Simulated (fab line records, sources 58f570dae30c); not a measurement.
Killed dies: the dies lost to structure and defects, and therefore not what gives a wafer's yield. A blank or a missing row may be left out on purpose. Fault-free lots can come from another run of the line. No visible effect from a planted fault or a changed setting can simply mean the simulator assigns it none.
Struck lot and sound lot, side by side || flow berkeley-cmos170 || 17 out of 331 route steps
Sound: these wafers, L713.2, L713.3, L713.6. Wafers L701.4, L701.5, L701.6 were the ones struck. The cause is given at the end.
At each step with rows: each side's tool, then ch and its chambers, then its first start. Under that, the readings that differ: sound wafers || struck wafers || difference of the means || sigmas: that difference in standard deviations of wafers without a fault.
alike: readings whose means differ by less than 2 such deviations, and words and numbers that are the same on both sides. not compared: withheld readings, readings that some wafer has no value for, bounds like >300 that may hide the same value, and numbers for which the record gives no deviation and whose values overlap.
Wherever a step has rows on one side only, a row that says differs or no value, or a row with sigmas, the two part there. When numbers do not overlap yet have no deviation, they are printed without sigmas and do not part them. A reading missing from all wafers of one side parts the sides only when that side holds two or more wafers.

first, 1 step without rows for these wafers: UCB170_GATE_DEVELOP_11 (develop time 45 s).
UCB170_GATE_CD_MEAS_12 targets a cd of 350 nm.
  struck on cd-sem-01, day 8 17:49; sound on cd-sem-01, day 11 09:59
{"reading": "cd-nm (nm)", "sound": "349.2 350.5 350.5", "struck": "346.7 347.4 347.6", "difference": -2.8, "sigmas": -2}
UCB170_GATE_OVL_MEAS_13:
  struck on overlay-02, day 8 17:53; sound on overlay-02, day 11 10:06
  alike: GATE_OVL
UCB170_GATE_ETCH_14: etches BARC in N2/H2.
  sound on rie-diel-01 ch 1,2, day 11 10:08; struck on rie-diel-01 ch 2,3, day 8 17:55
  alike: drypump-motor-current-A, oes-product-au, throttle-valve-pct
UCB170_GATE_ETCH_15: etches poly-Si in HBr/Cl2, stops on SiO2, time 56.3 s, target depth 278.2 nm.
  sound on rie-si-01 ch 0,1,2, day 11 10:10; struck on rie-si-02 ch 0,3, day 8 17:57
  alike: drypump-motor-current-A, oes-product-au, throttle-valve-pct
  not compared: rf-hours-counter-h
UCB170_GATE_STRIP_16: strips in O2.
  sound on plasma-asher-03 ch 0,1, day 11 10:13; struck on plasma-asher-04 ch 0,1, day 8 18:02
  alike: drypump-motor-current-A, o2-flow-sccm, oes-product-au
  not compared: rf-hours-counter-h
UCB170_GATE_CD_MEAS_90 targets a cd of 350 nm.
  struck on cd-sem-02, day 8 18:10; sound on cd-sem-01, day 11 10:20
{"reading": "cd-nm (nm)", "sound": "350.5 351.4 352.1", "struck": "347.6 348.0 347.3", "difference": -3.7, "sigmas": -3}
then, 5 steps without rows for these wafers: UCB170_GATE_CLEAN_17 (cleans in SPM, time 600 s); UCB170_PLDD_HMDS_00 (prime time 60 s); UCB170_PLDD_COAT_01 (resist thk 900 nm); UCB170_PLDD_SOFTBAKE_02 (time 60 s); UCB170_PLDD_EXPOSE_03 (exposes mask PSELECT, target cd 1200 nm).
UCB170_PLDD_PEB_04:
  sound on litho-track-01 ch 0, day 11 12:00; struck on litho-track-04 ch 0, day 8 19:37
{"reading": "heater-power-total-W (W)", "sound": "56.78 56.86 56.81", "struck": "55.01 54.97 55.03", "difference": -1.81, "sigmas": -37}
{"reading": "plate-temp-C (C)", "sound": "129.86 129.69 129.93", "struck": "126.79 126.85 126.84", "difference": -3.00, "sigmas": -25}
then, 1 step without rows for these wafers: UCB170_PLDD_DEVELOP_05 (develop time 45 s).
UCB170_PLDD_CD_MEAS_06 targets a cd of 1200 nm.
  struck on cd-sem-02, day 8 19:53; sound on cd-sem-02, day 11 13:10
{"reading": "cd-nm (nm)", "sound": "1198.3 1198.9 1197.5", "struck": "1176.1 1176.2 1176.4", "difference": -22.0, "sigmas": -14}
UCB170_PLDD_OVL_MEAS_07:
  struck on overlay-01, day 8 19:58; sound on overlay-02, day 11 13:17
  alike: PLDD_OVL
then, 1 step without rows for these wafers: UCB170_M3_PROBE_99.

WHERE THEY PART
Last at UCB170_PLDD_CD_MEAS_06 as far as this record goes, first at UCB170_GATE_CD_MEAS_12. Later steps at which nothing parts them and some readings are alike: UCB170_PLDD_OVL_MEAS_07.

WHY: what the simulator had put in
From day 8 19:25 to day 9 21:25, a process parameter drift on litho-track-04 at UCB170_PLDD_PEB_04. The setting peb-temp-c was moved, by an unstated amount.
